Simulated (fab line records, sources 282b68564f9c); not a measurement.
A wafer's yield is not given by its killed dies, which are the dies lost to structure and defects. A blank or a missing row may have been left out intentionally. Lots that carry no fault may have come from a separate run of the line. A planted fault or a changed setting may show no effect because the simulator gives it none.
fab line records | flow rit-cmos
[record] lots = 14 wafers = 42 last-day = 8
route steps=202 shown SILICIDE@167 CONTACT@179 M1@193
lots with no fault: from the same line, run without faults
start-h: hours from the record's first day to the start of the lot's first wafer shown | wait-h: how many hours have passed since the lot's step before this one | " identical to the entry in the row above | L1.1+2: a single row standing in for several wafers | - value missing, or start not given | * or withheld: withheld | < > ~ a bound
route shown NAME@n: NAME is a module with steps in the file, n the number in the route of the first one | usual: mean/standard deviation of fault-free wafers | same: alike in all rows | chamber/n: place in a boat | sites: each site's reading | _std_site: the values' standard deviation | _edge_site: inner sites' mean taken away from outer sites' mean | radius-mm: for every site, how far away it sits from the centre of the wafer | mask NAME#n: copy n | behind: the tool/chamber that last shaped the wafer | hold: what put the lot on hold/how long, in hours/how the hold closed | device: whichever transistor did not switch (one of n, p or np) | end of line: tests run on the same wafers once the route is complete | where a step has no rows: the recipe by itself | killed: count of dies lost to structure and defects at first sort (not the wafer's yield) | map: a wafer's dies, marking killed ones x, the rest . and places with no die _
set.NAME: the setting that was run; set.NAME@STEP: the one run at that earlier step | model.NAME: the simulator's own value behind a step, which no gauge read
one table for each step of the route and one row for each wafer, over a sample of lots
services: the hour from which a tool's chamber was out of use, counted from the record's first day as start-h (under 0 if before that day), plus the number of hours and why
[[steps]]
[step RIT_SILICIDE_RTA_06]
[recipe] temp-c = 750 time-s = 10 idle-temp-c = 25 ramp-up-s = 5 ramp-down-s = 10 cool-to-c = 25 ambient = N2
[usual] wafer_temp_C_max = 754.1/1.5
// columns lot.wafer tool chamber start-h wait-h wafer_temp_C_max
L764.1 rtp-anneal-02 0 52.22 0.0 754.4
L764.5 " 0 " " 754.8
L764.6 " 0 " " 756.5
L765.1 rtp-anneal-01 0 57.01 0.0 752.2
L765.3 " 0 " " 752.7
L765.5 " 0 " " 753.2
L770.3 rtp-anneal-02 0 86.65 0.0 756.2
L770.4 " 0 " " 755.4
L770.6 " 0 " " 755.9
L771.1 rtp-anneal-01 0 91.78 0.0 752.5
L771.2 " 0 " " 752.0
L771.3 " 0 " " 752.2
L772.1 rtp-anneal-02 0 99.13 0.0 755.4
L772.2 " 0 " " 754.3
L772.6 " 0 " " 756.3
L773.2 rtp-anneal-01 0 104.38 0.0 753.1
L773.3 " 0 " " 752.8
L773.5 " 0 " " 753.1
L774.2 rtp-anneal-02 0 110.86 0.0 756.2
L774.4 " 0 " " 755.1
L774.5 " 0 " " 755.3
L775.3 rtp-anneal-01 0 113.40 0.0 752.8
L775.4 " 0 " " 754.7
L775.5 " 0 " " 752.2
L776.1 rtp-anneal-02 0 115.81 0.0 756.6
L776.2 " 0 " " 753.9
L776.4 " 0 " " 755.5
L777.1 rtp-anneal-01 0 122.50 0.0 753.2
L777.3 " 0 " " 753.3
L777.5 " 0 " " 751.8
L779.2 rtp-anneal-01 0 137.17 0.0 752.9
L779.4 " 0 " " 752.8
L779.5 " 0 " " 753.6
L780.2 rtp-anneal-02 0 145.61 0.0 756.7
L780.5 " 0 " " 754.6
L780.6 " 0 " " 757.7
L781.2 rtp-anneal-02 0 159.10 0.0 756.0
L781.3 " 0 " " 753.4
L781.5 " 0 " " 756.7
L786.1 rtp-anneal-01 0 186.30 0.0 752.6
L786.3 " 0 " " 753.9
L786.4 " 0 " " 753.5
[step RIT_CONTACT_ETCH_11]
[recipe] target-depth-a = 4800 over-etch-frac = 0.2 stop-on = TiSi2 chemistry = CHF3/CF4/Ar target = SiO2 CHF3_flow_sccm = 50 cf4-flow-sccm = 10 Ar_flow_sccm = 100 O2_flow_sccm = 5 pressure-mtorr = 100 rf-w = 200 time-s = 320
[usual] drypump-motor-current-A = 5.9/0.5 oes-product-au = 0.985/0.013 throttle-valve-pct = 8.88/0.13
[same] over-etch-frac = 0.2
// columns lot.wafer tool chamber start-h wait-h drypump-motor-current-A oes-product-au rf-hours-counter-h throttle-valve-pct
L764.1 rie-diel-02 1 53.79 0.1 5.9 0.987 141 9.04
L764.5 " 3 " " 6.6 0.961 - 8.93
L764.6 " 1 " " 5.9 0.991 - 9.05
L765.1 rie-diel-04 0 58.46 0.1 5.7 0.991 36 8.65
L765.3 " 2 " " 6.7 0.991 19 9.00
L765.5 " 1 " " 5.3 0.984 - 8.86
L770.3 rie-diel-02 2 88.45 0.1 5.5 0.988 6 8.65
L770.4 " 3 " " 6.6 0.968 49 8.92
L770.6 " 3 " " 6.6 0.956 - 8.91
L771.1 rie-diel-04 0 93.35 0.1 5.7 0.987 37 8.66
L771.2 " 1 " " 5.3 0.985 115 8.85
L771.3 " 2 " " 6.7 0.991 19 9.02
L772.1 rie-diel-04 2 100.79 0.1 6.7 0.994 20 9.01
L772.2 " 1 " " 5.3 0.985 115 8.86
L772.6 " 0 " " 5.7 0.994 - 8.65
L773.2 rie-diel-02 2 105.82 0.1 5.4 0.999 7 8.64
L773.3 " 3 " " 6.6 0.956 50 8.91
L773.5 " 0 " " 5.9 0.977 - 8.74
L774.2 rie-diel-04 1 112.42 0.1 5.3 0.981 115 8.87
L774.4 " 3 " " 5.6 0.971 - 9.02
L774.5 " 1 " " 5.3 0.993 - 8.87
L775.3 rie-diel-01 1 114.82 0.1 6.3 1.011 93 8.79
L775.4 " 0 " " 6.3 0.998 3 8.93
L775.5 " 2 " " 5.0 0.988 - 8.82
L776.1 rie-diel-02 1 117.49 0.1 5.9 0.990 142 9.04
L776.2 " 3 " " 6.6 0.957 50 8.91
L776.4 " 0 " " 5.9 0.983 - 8.72
L777.1 rie-diel-02 0 124.07 0.1 5.9 0.974 88 8.74
L777.3 " 1 " " 5.9 0.996 142 9.06
L777.5 " 3 " " 6.6 0.960 - 8.91
L779.2 rie-diel-04 1 138.74 0.1 5.3 0.974 115 8.87
L779.4 " 3 " " 5.6 0.974 59 9.02
L779.5 " 3 " " 5.6 0.977 - 9.02
L780.2 rie-diel-04 0 147.35 0.1 5.7 0.993 38 8.64
L780.5 " 3 " " 5.6 0.979 - 9.03
L780.6 " 2 " " 6.7 0.991 - 9.00
L781.2 rie-diel-04 3 160.86 0.1 5.6 0.962 59 9.03
L781.3 " 2 " " 6.6 0.991 21 9.02
L781.5 " 3 " " 5.6 0.971 - 9.02
L786.1 rie-diel-04 1 188.05 0.1 5.3 0.978 116 8.87
L786.3 " 3 " " 5.6 0.973 60 9.05
L786.4 " 3 " " 5.6 0.973 - 9.02
[step RIT_M1_CD_MEAS_09]
[recipe] target-cd-nm = 2600
[usual] cd-nm = 2599.5/1.9
// columns lot.wafer tool chamber start-h wait-h cd-nm
L764.1 cd-sem-02 - 56.00 - 2600.7
L764.5 " - " " 2600.5
L764.6 " - " " 2600.7
L765.1 cd-sem-01 - 60.69 - 2604.9
L765.3 " - " " 2602.9
L765.5 " - " " 2603.5
L770.3 cd-sem-02 - 90.83 - 2597.4
L770.4 " - " " 2598.8
L770.6 " - " " 2599.6
L771.1 cd-sem-02 - 95.58 - 2601.3
L771.2 " - " " 2598.6
L771.3 " - " " 2600.3
L772.1 cd-sem-02 - 103.12 - 2599.6
L772.2 " - " " 2601.2
L772.6 " - " " 2600.7
L773.2 cd-sem-02 - 108.18 - 2600.5
L773.3 " - " " 2596.6
L773.5 " - " " 2597.3
L774.2 cd-sem-01 - 114.85 - 2601.8
L774.4 " - " " 2600.8
L774.5 " - " " 2600.9
L775.3 cd-sem-02 - 117.06 - 2601.0
L775.4 " - " " 2600.9
L775.5 " - " " 2599.6
L776.1 cd-sem-02 - 119.68 - 2597.8
L776.2 " - " " 2597.9
L776.4 " - " " 2595.1
L777.1 cd-sem-02 - 126.26 - 2598.1
L777.3 " - " " 2598.4
L777.5 " - " " 2597.9
L779.2 cd-sem-01 - 141.08 - 2599.3
L779.4 " - " " 2600.3
L779.5 " - " " 2601.2
L780.2 cd-sem-02 - 149.56 - 2600.2
L780.5 " - " " 2599.8
L780.6 " - " " 2598.9
[step RIT_M1_STRIP_14]
[recipe] chemistry = O2 time-s = 180 platen-temp-c = withheld power-w = 500 pressure-mtorr = 4000 o2-flow-sccm = 4000
[usual] drypump-motor-current-A = 5.7/0.52 o2-flow-sccm = 4001/12
// columns lot.wafer tool chamber start-h wait-h drypump-motor-current-A o2-flow-sccm rf-hours-counter-h
L764.1 plasma-asher-02 0 56.75 0.0 6.6 4009 43
L764.5 " 1 " " 5.4 3989 -
L764.6 " 0 " " 6.6 4018 -
L765.1 plasma-asher-03 0 61.44 0.0 6.2 4013 27
L765.3 " 1 " " 5.0 4026 -
L765.5 " 0 " " 6.3 4015 -
L770.3 plasma-asher-01 0 91.60 0.1 5.4 3991 -
L770.4 " 1 " " 5.9 4008 -
L770.6 " 1 " " 5.9 3998 -
L771.1 plasma-asher-03 1 96.32 0.0 5.0 3982 30
L771.2 " 0 " " 6.2 3988 30
L771.3 " 1 " " 5.0 4000 -
L772.1 plasma-asher-03 0 103.87 0.0 6.3 3996 32
L772.2 " 1 " " 5.0 3997 32
L772.6 " 0 " " 6.3 3995 -
L773.2 plasma-asher-03 0 109.06 0.0 6.3 4010 32
L773.3 " 0 " " 6.3 4016 -
L773.5 " 0 " " 6.3 4000 -
L774.2 plasma-asher-02 1 115.68 0.1 5.5 4021 48
L774.4 " 0 " " 6.6 3998 -
L774.5 " 1 " " 5.4 4003 -
L775.3 plasma-asher-01 1 117.82 0.1 6.0 3997 -
L775.4 " 0 " " 5.4 3979 -
L775.5 " 0 " " 5.4 4001 -
L776.1 plasma-asher-03 1 120.43 0.0 5.0 3995 33
L776.2 " 0 " " 6.2 3974 33
L776.4 " 1 " " 5.0 3995 -
L777.1 plasma-asher-01 0 127.01 0.0 5.4 3994 1
L777.3 " 1 " " 6.0 4002 -
L777.5 " 1 " " 6.0 3987 -
L779.2 plasma-asher-02 0 141.80 0.0 6.6 4001 50
L779.4 " 1 " " 5.5 4021 -
L779.5 " 1 " " 5.5 4013 -
L780.2 plasma-asher-01 0 150.29 0.0 5.4 3991 3
L780.5 " 0 " " 5.4 4002 -
L780.6 " 1 " " 5.9 3990 -
[step RIT_M1_PROBE_99]
[usual] killed-at-contacts = 0.1/0.24 killed-at-front-end = 7/3.1 killed-dies = 7/3.1 killed-on-rim = 1.9/1.3 killed-open = 3.3/1.9 killed-short = 3.9/2.1
[same] gross-dies = 264 killed_at_M0_to_M3 = 0 killed_at_M4_up = 0 killed-at-back-side = 0 killed-at-other = 0
// columns lot.wafer tool chamber start-h wait-h killed-at-contacts killed-at-front-end killed-dies killed-on-rim killed-open killed-short
L780.2 prober-01 - 152.25 0.1 0 6 6 3 3 3
L780.5 prober-01 - 152.40 0.2 0 5 5 2 2 3
L780.6 prober-01 - 152.45 0.2 0 5 5 2 2 3
L781.2 prober-01 - 166.85 0.1 257 7 264 70 2 4
L781.3 prober-01 - 166.90 0.2 256 8 264 70 3 5
L781.5 prober-01 - 167.00 0.2 257 7 264 70 5 2
L786.1 prober-02 - 194.30 0.1 256 8 264 70 5 4
L786.3 prober-02 - 194.40 0.2 259 5 264 70 3 2
L786.4 prober-02 - 194.45 0.2 255 9 264 70 6 3
// killed by level:class
L780.2 REOX:geometric-particle:short=2 SILICIDE:geometric-particle:open=2 GATE:geometric-particle:open=1 SILICIDE:geometric-particle:short=1
L780.5 FOX1:geometric-particle:short=1 FOX2:geometric-particle:open=1 GATE:geometric-particle:open=1 GATE:geometric-particle:short=1 SPACER:geometric-particle:short=1
L780.6 FOX1:geometric-particle:short=1 GATE:geometric-particle:short=1 GATE:geometric-particle:open=1 REOX:geometric-particle:short=1 SPACER:geometric-particle:open=1
L781.2 CONTACT:area-etch=257 GATE:geometric-particle:open=2 SPACER:geometric-particle:short=2 FOX1:geometric-particle:short=1 REOX:geometric-particle:short=1 ACTIVE:coat-microbubble-printed=1
L781.3 CONTACT:area-etch=256 FOX1:geometric-particle:short=3 FOX1:geometric-particle:open=1 GATE:geometric-particle:short=1 REOX:geometric-particle:open=1 SPACER:geometric-particle:short=1 SILICIDE:geometric-particle:open=1
L781.5 CONTACT:area-etch=257 FOX1:geometric-particle:open=2 FOX1:geometric-particle:short=1 FOX2:geometric-particle:open=1 REOX:geometric-particle:open=1 REOX:geometric-particle:short=1 SPACER:geometric-particle:open=1
L786.1 CONTACT:area-etch=255 REOX:geometric-particle:short=3 REOX:geometric-particle:open=2 FOX1:geometric-particle:open=1 GATE:geometric-particle:open=1 SILICIDE:geometric-particle:open=1 CONTACT:geometric-particle:short=1
L786.3 CONTACT:area-etch=259 SPACER:geometric-particle:open=2 GATE:geometric-particle:short=1 REOX:geometric-particle:short=1 SILICIDE:geometric-particle:open=1
L786.4 CONTACT:area-etch=255 REOX:geometric-particle:open=2 SPACER:geometric-particle:short=2 SPACER:geometric-particle:open=2 FOX1:geometric-particle:open=1 FOX2:geometric-particle:open=1 REOX:geometric-particle:short=1
[[services]]
// columns tool chamber start-h hours kind
plasma-asher-02 - 44.58 1.2 repair
rie-diel-02 2 46.39 30.1 repair
plasma-asher-02 - 92.16 14.6 pm
rie-diel-04 2 107.10 10.3 repair
plasma-asher-01 - 108.75 9.0 pm
plasma-asher-01 0 108.75 9.0 vent-cycle
plasma-asher-01 1 108.75 9.0 vent-cycle
plasma-asher-03 - 112.93 2.7 repair
rie-diel-02 2 115.89 2.3 repair
plasma-asher-01 0 117.75 - clean
plasma-asher-01 1 117.75 - clean
rie-diel-01 - 162.48 0.3 repair
plasma-asher-02 - 168.22 6.6 repair
rie-diel-02 1 184.99 - clean
rie-diel-04 0 185.98 9.4 repair
rie-diel-01 - 187.61 1.2 repair
[[key]]
[first-sign] step = RIT_M1_PROBE_99 reading = killed-at-contacts direction = up sigmas = 99+ usual = 0.1 struck = 256.7
[effect] step = RIT_M1_PROBE_99 reading = killed-dies direction = up sigmas = 83 usual = 7 struck = 264
[more-kills-born-at] RIT_CONTACT_ETCH_11@rie-diel-04 = 1539
met-at RIT_CONTACT_ETCH_11
struck-lots L781,L786
later-rows-left-out L781.2,L781.3,L781.5,L786.1,L786.3,L786.4
tester-left-out L781,L786
not-acting-at RIT_SILICIDE_RTA_06,RIT_M1_CD_MEAS_09,RIT_M1_STRIP_14
onset-between 147.35 160.86
also-fits time
[fault] kind = process-parameter-drift tool = rie-diel-04 chamber = - onset-h = 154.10 steps = RIT_CONTACT_ETCH_11 channel = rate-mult offset = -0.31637 shape = step end-h = 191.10
// tester-left-out: of these lots the tester's yield and bins aren't shown, on N5 and GAA mostly nor the transistor test; their killed dies are dies lost to structure and defects alone, not to doping, threshold or leakage, so they don't give the yield
// later-rows-left-out: the simulator's readings of these wafers behind a module that went badly wrong aren't trusted and aren't shown, but for the sort
